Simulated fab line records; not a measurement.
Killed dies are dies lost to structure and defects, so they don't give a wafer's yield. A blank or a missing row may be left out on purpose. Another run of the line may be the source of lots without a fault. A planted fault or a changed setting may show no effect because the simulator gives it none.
One fault seen from 2 desks | flow berkeleyCmos170 | only its own numbers are on each desk; what lay behind them is given at the end

THE TOOL OWNER'S DESK: implanter-01
The tool's own readings at UCB170_PLDD_IMPLANT_09, given as means over the sampled wafers that have a number, one for each lot that went through this tool. A lot is out of limits, marked OUT, if its mean lies more than 4 standard deviations from the usual mean; the brackets give that distance.
Columns: A = doseIonsCm2 at UCB170_PLDD_IMPLANT_09, usual 5e+13; B = tiltDeg at UCB170_PLDD_IMPLANT_09, usual 7.000 degrees
lot  | first seen here | A               | B
L463 | day 6 00:49     | 5e+13           | 7.001
L471 | day 8 02:56     | 5e+13 (-49) OUT | 6.959
L474 | day 8 11:43     | 5e+13 (-50) OUT | 6.994
This desk's finding: out of limits on L471, L474; first on L471, day 8 02:56 (doseIonsCm2 at UCB170_PLDD_IMPLANT_09). L463 stayed within limits.

AT THE METROLOGY DESK
Means of the sampled wafers that have a number, per lot and without regard to the tool the lot ran on: this is what the gauges read. A lot is out of limits, marked OUT, if its mean lies more than 4 standard deviations from the usual mean; the brackets give that distance.
Columns: A = PLDD_RS at UCB170_SDANNEAL_RS_MEAS_04, usual 1031.5 ohm/sq
lot  | first seen here | A
L463 | day 6 16:43     | 1035.6
L464 | day 6 16:58     | 1029.4
L465 | day 7 02:10     | 1029.2
L468 | day 7 13:54     | 1030.8
L471 | day 8 14:16     | 1053.1 (+7.5) OUT
L474 | day 9 00:05     | 1055.4 (+8.2) OUT
L477 | day 9 19:16     | 1028.1
L478 | day 9 19:30     | 1033.8
L479 | day 10 04:37    | 1033.1
L480 | day 10 16:45    | 1029.2
L482 | day 11 01:51    | 1026.4
L484 | day 11 10:07    | 1032.1
L483 | day 11 13:38    | 1030.5
L486 | day 12 10:14    | 1032.6
This desk's result: L471, L474 out of limits, first on L471 (PLDD_RS at UCB170_SDANNEAL_RS_MEAS_04), day 8 14:16. L463, L464, L465, L468, L477, L478, L479, L480, L482, L484, L483, L486 stayed within limits.

BROUGHT TOGETHER
On L471, L474, at day 8 02:56, an alarm was possible from the tool owner's desk.
The metrology desk could have raised an alarm at day 8 14:16, on L471, L474.
The lots listed all ran UCB170_PLDD_IMPLANT_09 on implanter-01.

WHAT HAD BEEN PUT IN BY THE SIMULATOR
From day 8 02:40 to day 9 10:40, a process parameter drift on implanter-01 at UCB170_PLDD_IMPLANT_09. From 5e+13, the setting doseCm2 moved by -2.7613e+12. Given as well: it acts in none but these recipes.
Shown lots that were struck: L471, L474.
Counting hours from when the fault started, the first reading out of limits came at 0 for the tool owner's desk and at 12 for the metrology desk.
